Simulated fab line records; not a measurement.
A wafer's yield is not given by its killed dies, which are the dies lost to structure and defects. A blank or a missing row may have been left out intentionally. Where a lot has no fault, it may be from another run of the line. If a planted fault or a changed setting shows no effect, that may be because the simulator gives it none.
fab line records    flow ritCmos
record: lots: 6  wafers: 18  lastDay: 8
route steps=202 shown M1@184
lots untouched by any fault: they come from a run of this same line in which no faults occurred
startH: the number of hours between the record's first day and the start of the first shown wafer of the lot    waitH: how many hours have passed since the lot's step before this one    " same as the row above    L1.1+2: one row covering several wafers at once    - value missing, or start not given    * or withheld: withheld    < > ~ a bound
route shown NAME@n: a module of which the file shows steps, and the number in the route of the first    usual: mean and standard deviation over wafers with no fault    same: alike in all rows    chamber/n: place in a boat    sites: readings site by site    _std_site: the standard deviation of these    _edge_site: inner sites' mean taken away from outer sites' mean    radiusMm: how far each site lies from the wafer's centre    mask NAME#n: copy n    behind: the tool/chamber that last shaped the wafer    hold: what put the lot on hold/how long, in hours/how the hold closed    device: whichever transistor did not switch (one of n, p or np)    end of line: the same wafers' tests at the end of the route    step lacking rows: just its recipe    killed: the dies lost at the first sort to structure and to defects; this is not the yield of the wafer    map: a wafer's dies, marking killed ones x, the rest . and places with no die _
set.NAME: the setting as run; set.NAME@STEP: as run at that earlier step    model.NAME: the simulator's own value behind a step, which no gauge read
certain route steps with their lots: each step a table, each wafer a row
services: from which hour (startH, from the record's first day; less than 0 if before it) a tool's chamber was out of use, for how many hours, and why
== steps ==
step: RIT_M1_SPUTTER_00
recipe: material: Al  targetThkNm: 400  powerW: 2000  chamberPressurePa: 0.4  gas: Ar  timeS: 522.8  substrateTempC: 25
usual: throttleValvePct: 29.7/1.1
same: timeS: 522.8
lot.wafer  tool           chamber  startH  waitH  throttleValvePct
L268.1     pvdSputter-03  -        78.96   0.0    28.8
L268.5     "              -        "       "      28.8
L268.6     "              -        "       "      29.9
L269.2     pvdSputter-02  -        80.62   0.0    29.1
L269.3     "              -        "       "      28.6
L269.6     "              -        "       "      28.8
L277.3     pvdSputter-03  -        122.04  0.0    29.0
L277.4     "              -        "       "      31.1
L277.6     "              -        "       "      29.8
L282.3     pvdSputter-03  -        151.42  0.0    31.0
L282.5     "              -        "       "      28.7
L282.6     "              -        "       "      30.8
L285.2     pvdSputter-03  -        163.72  0.0    29.8
L285.5     "              -        "       "      29.0
L285.6     "              -        "       "      28.9
L287.2     pvdSputter-03  -        177.84  0.0    30.8
L287.5     "              -        "       "      29.0
L287.6     "              -        "       "      28.6
step: RIT_M1_RS_MEAS_01
recipe: thkMeasGauge: four-point-probe  reads: Al_of_M1_SPUTTER_00
usual: M1_AL_RS: 0.0698/0.00049
lot.wafer  tool          chamber  startH  waitH  M1_AL_RS[ohm/sq]
L268.1     filmMetro-02  -        79.26   0.1    0.0703
L268.5     "             -        "       "      0.0697
L268.6     "             -        "       "      0.0694
L269.2     filmMetro-01  -        80.93   0.2    0.0706
L269.3     "             -        "       "      0.0704
L269.6     "             -        "       "      0.0700
L277.3     filmMetro-02  -        122.37  0.2    0.0698
L277.4     "             -        "       "      0.0694
L277.6     "             -        "       "      0.0698
L282.3     filmMetro-04  -        151.76  0.2    0.0697
L282.5     "             -        "       "      0.0698
L282.6     "             -        "       "      0.0698
L285.2     filmMetro-04  -        164.04  0.2    0.0694
L285.5     "             -        "       "      0.0694
L285.6     "             -        "       "      0.0695
L287.2     filmMetro-04  -        178.16  0.2    0.0709
L287.5     "             -        "       "      0.0708
L287.6     "             -        "       "      0.0703
step: RIT_M1_THK_MEAS_02
recipe: thkMeasGauge: xrf  reads: Al_of_M1_SPUTTER_00
usual: M1_AL_THK: 412/3.6
lot.wafer  tool          chamber  startH  waitH  M1_AL_THK[nm]
L268.1     filmMetro-02  -        79.38   0.1    411
L268.5     "             -        "       "      414
L268.6     "             -        "       "      416
L269.2     filmMetro-01  -        81.04   0.1    408
L269.3     "             -        "       "      410
L269.6     "             -        "       "      412
L277.3     filmMetro-02  -        122.47  0.1    415
L277.4     "             -        "       "      420
L277.6     "             -        "       "      416
L282.3     filmMetro-04  -        151.86  0.1    413
L282.5     "             -        "       "      413
L282.6     "             -        "       "      413
L285.2     filmMetro-04  -        164.15  0.1    413
L285.5     "             -        "       "      412
L285.6     "             -        "       "      412
L287.2     filmMetro-04  -        178.27  0.1    404
L287.5     "             -        "       "      404
L287.6     "             -        "       "      408
step: RIT_M1_HMDS_03
recipe: primeTimeS: 60  primeTempC: 140
step: RIT_M1_COAT_04
recipe: resist: NOVOLAK  spinRpm: 2000  resistThkNm: 1300
step: RIT_M1_SOFTBAKE_05
recipe: resist: NOVOLAK  tempC: 90  timeS: 60
step: RIT_M1_EXPOSE_06
recipe: maskId: M12  na: 0.6  sourceShape: conventional  sigmaOuter: 0.5  targetCdNm: 2600  doseMj: 250
step: RIT_M1_PEB_07
recipe: resist: NOVOLAK  tempC: withheld  timeS: withheld
step: RIT_M1_DEVELOP_08
recipe: resist: NOVOLAK  developTimeS: 68  devTempC: 23
step: RIT_M1_CD_MEAS_09
recipe: targetCdNm: 2600
usual: cdNm: 2599.8/2.1
lot.wafer  tool      chamber  startH  waitH  cdNm
L268.1     cdSem-02  -        80.32   -      2600.5
L268.5     "         -        "       "      2601.6
L268.6     "         -        "       "      2601.2
L269.2     cdSem-02  -        81.99   -      2602.3
L269.3     "         -        "       "      2603.2
L269.6     "         -        "       "      2601.0
L277.3     cdSem-01  -        123.80  -      2600.6
L277.4     "         -        "       "      2597.4
L277.6     "         -        "       "      2598.1
L282.3     cdSem-02  -        152.94  -      2600.4
L282.5     "         -        "       "      2600.6
L282.6     "         -        "       "      2601.6
L285.2     cdSem-01  -        165.30  -      2598.3
L285.5     "         -        "       "      2599.0
L285.6     "         -        "       "      2599.0
L287.2     cdSem-02  -        179.31  -      2602.8
L287.5     "         -        "       "      2602.7
L287.6     "         -        "       "      2603.8
step: RIT_M1_OVL_MEAS_10
usual: M1_OVL: 0.6/1.3
lot.wafer  tool        chamber  startH  waitH  M1_OVL[nm]
L268.1     overlay-01  -        80.44   0.1    -0.1
L268.5     "           -        "       "      -0.8
L268.6     "           -        "       "      -1.3
L269.2     overlay-01  -        82.10   0.1    1.5
L269.3     "           -        "       "      1.5
L269.6     "           -        "       "      1.1
L277.3     overlay-02  -        123.89  0.1    1.7
L277.4     "           -        "       "      2.1
L277.6     "           -        "       "      0.3
L282.3     overlay-02  -        153.03  0.1    1.2
L282.5     "           -        "       "      2.5
L282.6     "           -        "       "      -0.1
L285.2     overlay-02  -        165.41  0.1    1.5
L285.5     "           -        "       "      1.4
L285.6     "           -        "       "      0.6
L287.2     overlay-02  -        179.41  0.1    2.1
L287.5     "           -        "       "      0.3
L287.6     "           -        "       "      2.4
step: RIT_M1_HARDBAKE_11
recipe: resist: NOVOLAK  tempC: 140  timeS: 120
step: RIT_M1_METAL_ETCH_12
recipe: stopOn: SiO2  chemistry: Cl2/BCl3  target: Al  timeS: 165  overEtchFrac: 0.5  pressureMtorr: 100  targetDepthA: 6000  rfW: 254.6  Cl2_flow_sccm: 60  bcl3FlowSccm: 50
usual: drypumpMotorCurrentA: 5.5/0.51  oesProductAu: 0.792/0.014  runLengthS: 193.4/0.6  throttleValvePct: 8.22/0.16
lot.wafer  tool         chamber  startH  waitH  drypumpMotorCurrentA  oesProductAu  rfHoursCounterH  runLengthS  throttleValvePct  model.NOVOLAK_of_M1_COAT_04.thkNm  model.M1.featureDepthNm  model.etch.depthNm
L268.1     rieMetal-01  1        80.72   0.2    5.1                   0.797         4                193.3       8.04              800.8                              450.3                    416.9
L268.5     "            1        "       "      5.1                   0.798         -                193.4       8.04              803                                453.8                    420.4
L268.6     "            0        "       "      5.5                   0.793         -                193.6       8.47              801.7                              454.3                    421.4
L269.2     rieMetal-03  1        82.38   0.2    5.0                   0.808         37               193.7       8.39              800.5                              450                      416.7
L269.3     "            1        "       "      5.0                   0.806         -                194.0       8.36              801.7                              450.9                    417.6
L269.6     "            1        "       "      5.0                   0.813         -                193.7       8.39              803.6                              453                      419.7
L277.3     rieMetal-01  1        124.22  0.2    5.1                   0.789         -                192.9       8.05              801.7                              452.7                    419.4
L277.4     "            0        "       "      5.5                   0.788         -                193.5       8.46              803.3                              454.9                    422.1
L277.6     "            0        "       "      5.5                   0.780         -                193.3       8.47              805.4                              453                      420.2
L282.3     rieMetal-01  0        153.36  0.2    5.5                   0.787         -                193.3       8.47              812                                454.5                    421.7
L282.5     "            0        "       "      5.5                   0.796         -                193.8       8.45              810.4                              452.9                    420.1
L282.6     "            1        "       "      5.1                   1.004         -                126.8       8.01              937.9                              367.1                    367.1
L285.2     rieMetal-01  0        165.69  0.2    5.5                   0.789         6                193.5       8.47              799                                454.9                    422
L285.5     "            1        "       "      5.1                   0.998         -                127.3       8.03              933.3                              362.3                    362.3
L285.6     "            0        "       "      5.5                   0.795         -                193.4       8.47              800.1                              455.3                    422.4
L287.2     rieMetal-04  1        179.69  0.2    6.4                   0.759         4                192.2       8.16              804.8                              447.3                    414.3
L287.5     "            1        "       "      6.4                   0.770         -                192.5       8.16              806.5                              446.8                    413.8
L287.6     "            0        "       "      5.1                   0.785         -                193.9       8.04              802.2                              450.7                    417.5
step: RIT_M1_STRIP_13
recipe: chemistry: nmp  resist: NOVOLAK  tempC: 80  timeS: 600  dry: n2Spin
step: RIT_M1_STRIP_14
recipe: chemistry: O2  timeS: 180  platenTempC: withheld  powerW: 500  pressureMtorr: 4000  o2FlowSccm: 4000
usual: drypumpMotorCurrentA: 5.9/0.61
same: timeS: 180
lot.wafer  tool            chamber  startH  waitH  drypumpMotorCurrentA  rfHoursCounterH
L268.1     plasmaAsher-02  0        81.07   0.0    5.9                   40
L268.5     "               1        "       "      4.8                   -
L268.6     "               0        "       "      5.9                   -
L269.2     plasmaAsher-01  1        82.72   0.0    6.5                   46
L269.3     "               0        "       "      5.6                   -
L269.6     "               1        "       "      6.5                   -
L277.3     plasmaAsher-03  1        124.58  0.1    6.5                   -
L277.4     "               0        "       "      6.2                   -
L277.6     "               0        "       "      6.2                   -
L282.3     plasmaAsher-02  1        153.70  0.1    4.9                   -
L282.5     "               1        "       "      4.8                   -
L282.6     "               0        "       "      5.9                   -
L285.2     plasmaAsher-03  1        166.06  0.0    6.6                   53
L285.5     "               1        "       "      6.6                   -
L285.6     "               0        "       "      6.2                   -
L287.2     plasmaAsher-01  0        180.03  0.0    5.6                   57
L287.5     "               0        "       "      5.6                   -
L287.6     "               1        "       "      6.6                   -
step: RIT_M1_CD_MEAS_90
recipe: targetCdNm: 2600
usual: cdNm: 2599.1/2.5
lot.wafer  tool      chamber  startH  waitH  hold                     cdNm
L268.1     cdSem-01  -        81.25   0.1    -                        2598.4
L268.5     "         -        "       "      -                        2598.8
L268.6     "         -        "       "      -                        2600.8
L269.2     cdSem-01  -        82.91   0.1    -                        2599.9
L269.3     "         -        "       "      -                        2602.5
L269.6     "         -        "       "      -                        2598.6
L277.3     cdSem-02  -        124.74  0.1    -                        2597.7
L277.4     "         -        "       "      -                        2598.2
L277.6     "         -        "       "      -                        2598.0
L282.3     cdSem-01  -        153.86  0.1    awaitDispo/0.2h/release  2602.1
L282.5     "         -        "       "      awaitDispo/0.2h/release  2600.3
L282.6     "         -        "       "      awaitDispo/0.2h/release  2610.3
L282.3     cdSem-01  -        154.15  0.3    -                        2601.6
L282.5     "         -        "       "      -                        2600.8
L282.6     "         -        "       "      -                        2610.0
L285.2     cdSem-01  -        166.26  0.1    -                        2598.1
L285.5     "         -        "       "      -                        2608.0
L285.6     "         -        "       "      -                        2599.3
L287.2     cdSem-02  -        180.23  0.1    -                        2601.6
L287.5     "         -        "       "      -                        2601.7
L287.6     "         -        "       "      -                        2602.2
step: RIT_M1_ANNEAL_15
recipe: tempC: 450  timeS: 1877  ambient: forming_gas_H2N2
step: RIT_M1_PROBE_99
usual: defectLimitedYield: 97.3/1.3  killed_at_M0_to_M3: 0.0/0.083  killedAtFrontEnd: 7/3.4  killedDies: 7/3.4  killedOnRim: 1.9/1.4  killedOpen: 3.6/2.1  killedShort: 3.5/2.1  sort_bin_3_pad_short: 0.1/0.27  sort_bin_5_function: 1.5/0.75  sort_bin_6_memory: 1.0/0.75  sortNPass: 257/3.4  sortYieldPct: 97.3/1.3
same: grossDies: 264  killed_at_M4_up: 0  killedAtBackSide: 0  killedAtContacts: 0  killedAtOther: 0
lot.wafer  tool       chamber  startH  waitH  hold                     defectLimitedYield[%]  killed_at_M0_to_M3  killedAtFrontEnd  killedDies  killedOnRim  killedOpen  killedShort  sort_bin_3_pad_short[%]  sort_bin_5_function[%]  sort_bin_6_memory[%]  sortNPass  sortYieldPct[%]
L268.1     prober-01  -        82.99   0.1    -                        96.6                   0                   9                 9           2            3           6            0                        1.5                     1.9                   255        96.6
L268.5     prober-01  -        83.19   0.2    -                        98.5                   0                   4                 4           2            2           2            0                        1.1                     0.4                   260        98.5
L268.6     prober-01  -        83.24   0.2    -                        97.0                   0                   8                 8           1            1           7            0.4                      1.5                     1.1                   256        97.0
L269.2     prober-02  -        84.68   0.1    -                        98.5                   0                   4                 4           0            3           1            0                        1.1                     0.4                   260        98.5
L269.3     prober-02  -        84.73   0.2    -                        98.5                   0                   4                 4           0            2           2            0                        0.8                     0.8                   260        98.5
L269.6     prober-02  -        84.88   0.2    -                        98.9                   0                   3                 3           0            1           2            0.4                      0.8                     0                     261        98.9
L277.3     prober-02  -        126.54  0.2    -                        95.8                   0                   11                11          6            7           4            0                        2.3                     1.9                   253        95.8
L277.4     prober-02  -        126.59  0.2    -                        98.5                   0                   4                 4           1            2           2            0                        0.4                     1.1                   260        98.5
L277.6     prober-02  -        126.69  0.2    -                        95.8                   0                   11                11          1            6           5            0                        3.0                     1.1                   253        95.8
L282.3     prober-01  -        159.23  0.2    awaitDispo/3.4h/release  98.1                   0                   5                 5           1            2           3            0                        0.8                     1.1                   259        98.1
L282.5     prober-01  -        159.33  0.2    awaitDispo/3.4h/release  96.6                   0                   9                 9           2            4           5            0.8                      1.5                     1.1                   255        96.6
L282.6     prober-01  -        159.38  0.2    awaitDispo/3.4h/release  0                      263                 1                 264         70           1           0            0                        99.6                    0.4                   0          0
L285.2     prober-01  -        168.03  0.1    awaitDispo/1.6h/release  96.6                   0                   9                 9           5            5           4            0                        1.5                     1.9                   255        96.6
L285.5     prober-01  -        168.18  0.2    awaitDispo/1.6h/release  0                      255                 9                 264         70           5           4            0.4                      98.5                    1.1                   0          0
L285.6     prober-01  -        168.23  0.2    awaitDispo/1.6h/release  96.6                   0                   9                 9           5            2           7            0.4                      1.9                     1.1                   255        96.6
L287.2     prober-01  -        182.00  0.1    -                        96.6                   0                   9                 9           3            4           5            0                        3.0                     0.4                   255        96.6
L287.5     prober-01  -        182.15  0.2    -                        97.7                   0                   6                 6           1            2           4            0.8                      1.1                     0.4                   258        97.7
L287.6     prober-01  -        182.20  0.2    -                        97.3                   0                   7                 7           2            5           2            0                        1.5                     1.1                   257        97.3
killed by level:class
L268.1 REOX:geometricParticle:short=4 FOX1:geometricParticle:short=1 FOX2:geometricParticle:open=1 GATE:geometricParticle:open=1 GATE:geometricParticle:short=1 SPACER:geometricParticle:open=1
L268.5 GATE:geometricParticle:short=2 REOX:geometricParticle:open=1 SPACER:geometricParticle:open=1
L268.6 FOX1:geometricParticle:short=3 GATE:geometricParticle:short=2 GATE:geometricParticle:open=1 REOX:geometricParticle:short=1 SPACER:geometricParticle:short=1
L269.2 FOX1:geometricParticle:open=2 FOX1:geometricParticle:short=1 GATE:geometricParticle:open=1
L269.3 FOX1:geometricParticle:short=1 GATE:geometricParticle:short=1 GATE:geometricParticle:open=1 SILICIDE:geometricParticle:open=1
L269.6 FOX1:geometricParticle:short=1 GATE:geometricParticle:open=1 SPACER:geometricParticle:short=1
L277.3 GATE:geometricParticle:open=5 FOX1:geometricParticle:short=2 FOX2:geometricParticle:short=2 FOX1:geometricParticle:open=1 REOX:geometricParticle:open=1
L277.4 GATE:geometricParticle:open=1 GATE:geometricParticle:short=1 REOX:geometricParticle:short=1 REOX:geometricParticle:open=1
L277.6 GATE:geometricParticle:open=5 FOX1:geometricParticle:short=3 GATE:geometricParticle:short=1 SILICIDE:geometricParticle:open=1 SILICIDE:geometricParticle:short=1
L282.3 FOX2:geometricParticle:short=2 FOX1:geometricParticle:open=1 GATE:geometricParticle:short=1 SILICIDE:geometricParticle:open=1
L282.5 SPACER:geometricParticle:open=2 SPACER:geometricParticle:short=2 SILICIDE:geometricParticle:short=2 FOX2:geometricParticle:open=1 GATE:geometricParticle:open=1 GATE:geometricParticle:short=1
L282.6 M1:areaEtch=263 SPACER:geometricParticle:open=1
L285.2 REOX:geometricParticle:short=2 SPACER:geometricParticle:open=2 ACTIVE:geometricParticle:open=1 FOX1:geometricParticle:open=1 FOX1:geometricParticle:short=1 FOX2:geometricParticle:open=1 GATE:geometricParticle:short=1
L285.5 M1:areaEtch=255 GATE:geometricParticle:short=2 GATE:geometricParticle:open=2 FOX1:geometricParticle:open=1 REOX:geometricParticle:short=1 REOX:geometricParticle:open=1 SPACER:geometricParticle:short=1 SPACER:geometricParticle:open=1
L285.6 SPACER:geometricParticle:short=3 REOX:geometricParticle:short=2 GATE:geometricParticle:short=1 SILICIDE:geometricParticle:open=1 SPACER:geometricParticle:open=1 SILICIDE:geometricParticle:short=1
L287.2 FOX1:geometricParticle:short=3 GATE:geometricParticle:open=2 FOX1:geometricParticle:open=1 GATE:geometricParticle:short=1 SPACER:geometricParticle:short=1 SILICIDE:geometricParticle:open=1
L287.5 SILICIDE:geometricParticle:short=2 FOX1:geometricParticle:open=1 FOX2:geometricParticle:short=1 GATE:geometricParticle:short=1 REOX:geometricParticle:open=1
L287.6 FOX1:geometricParticle:open=1 FOX1:geometricParticle:short=1 FOX2:geometricParticle:short=1 GATE:geometricParticle:open=1 REOX:geometricParticle:open=1 SPACER:geometricParticle:open=1 SILICIDE:geometricParticle:open=1
map L282.6 (x killed, . not)
________xxxxxxx_______
_____xxxxxxxxxxxxx____
____xxxxxxxxxxxxxxx___
___xxxxxxxxxxxxxxxxx__
__xxxxxxxxxxxxxxxxxxx_
__xxxxxxxxxxxxxxxxxxx_
_xxxxxxxxxxxxxxxxxxxxx
_xxxxxxxxxxxxxxxxxxxxx
_xxxxxxxxxxxxxxxxxxxxx
_xxxxxxxxxxxxxxxxxxxxx
__xxxxxxxxxxxxxxxxxxx_
__xxxxxxxxxxxxxxxxxxx_
___xxxxxxxxxxxxxxxxx__
____xxxxxxxxxxxxxxx___
_____xxxxxxxxxxxxx____
________xxxxxxx_______
map L285.5 (x killed, . not)
________xxxxxxx_______
_____xxxxxxxxxxxxx____
____xxxxxxxxxxxxxxx___
___xxxxxxxxxxxxxxxxx__
__xxxxxxxxxxxxxxxxxxx_
__xxxxxxxxxxxxxxxxxxx_
_xxxxxxxxxxxxxxxxxxxxx
_xxxxxxxxxxxxxxxxxxxxx
_xxxxxxxxxxxxxxxxxxxxx
_xxxxxxxxxxxxxxxxxxxxx
__xxxxxxxxxxxxxxxxxxx_
__xxxxxxxxxxxxxxxxxxx_
___xxxxxxxxxxxxxxxxx__
____xxxxxxxxxxxxxxx___
_____xxxxxxxxxxxxx____
________xxxxxxx_______
== services ==
tool            chamber  startH  hours  kind
plasmaAsher-03  -        70.37   1.0    repair
plasmaAsher-02  -        77.49   2.8    pm
rieMetal-01     1        91.03   14.5   repair
plasmaAsher-03  -        93.07   7.8    repair
plasmaAsher-02  -        108.75  9.0    pm
plasmaAsher-02  0        108.75  9.0    ventCycle
plasmaAsher-02  1        108.75  9.0    ventCycle
rieMetal-04     -        112.26  0.3    repair
plasmaAsher-02  0        117.75  -      clean
plasmaAsher-02  1        117.75  -      clean
pvdSputter-03   -        128.60  1.5    repair
rieMetal-01     1        135.89  16.4   repair
rieMetal-03     -        136.12  20.0   pm
rieMetal-03     0        136.12  20.0   ventCycle
rieMetal-03     1        136.12  20.0   ventCycle
plasmaAsher-01  -        141.93  2.8    pm
plasmaAsher-02  -        143.74  0.5    repair
rieMetal-03     0        156.12  -      clean
rieMetal-03     1        156.12  -      clean
rieMetal-01     -        159.21  4.3    pm
pvdSputter-02   -        169.83  5.2    repair
== key ==
firstSign: step: RIT_M1_METAL_ETCH_12  reading: runLengthS  direction: down  sigmas: 99+  usual: *  struck: *
effect: step: RIT_M1_METAL_ETCH_12  reading: oesProductAu  direction: up  sigmas: 15  usual: 0.792  struck: 1.001
effect: step: RIT_M1_CD_MEAS_90  reading: visit  direction: added
effect: step: RIT_M1_PROBE_99  reading: killed_at_M0_to_M3  direction: up  sigmas: 99+  usual: 0.0  struck: 259
modelEffect: step: RIT_M1_METAL_ETCH_12  value: NOVOLAK_of_M1_COAT_04.thkNm  without: 801.8  struck: 935.6
moreKillsBornAt: RIT_M1_METAL_ETCH_12@rieMetal-01: 518
metAt RIT_M1_METAL_ETCH_12
struckWafers L282.6,L285.5
laterRowsLeftOut L282.6,L285.5
onsetBetween 124.22 153.36
fault: kind: processParameterDrift  tool: rieMetal-01  chamber: 1  onsetH: 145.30  steps: RIT_M1_METAL_ETCH_12  channel: timeS  offset: *  shape: step  endH: 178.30  stated: *
laterRowsLeftOut: the simulator's readings of these wafers behind a module that went badly wrong aren't trusted and aren't shown, but for the sort
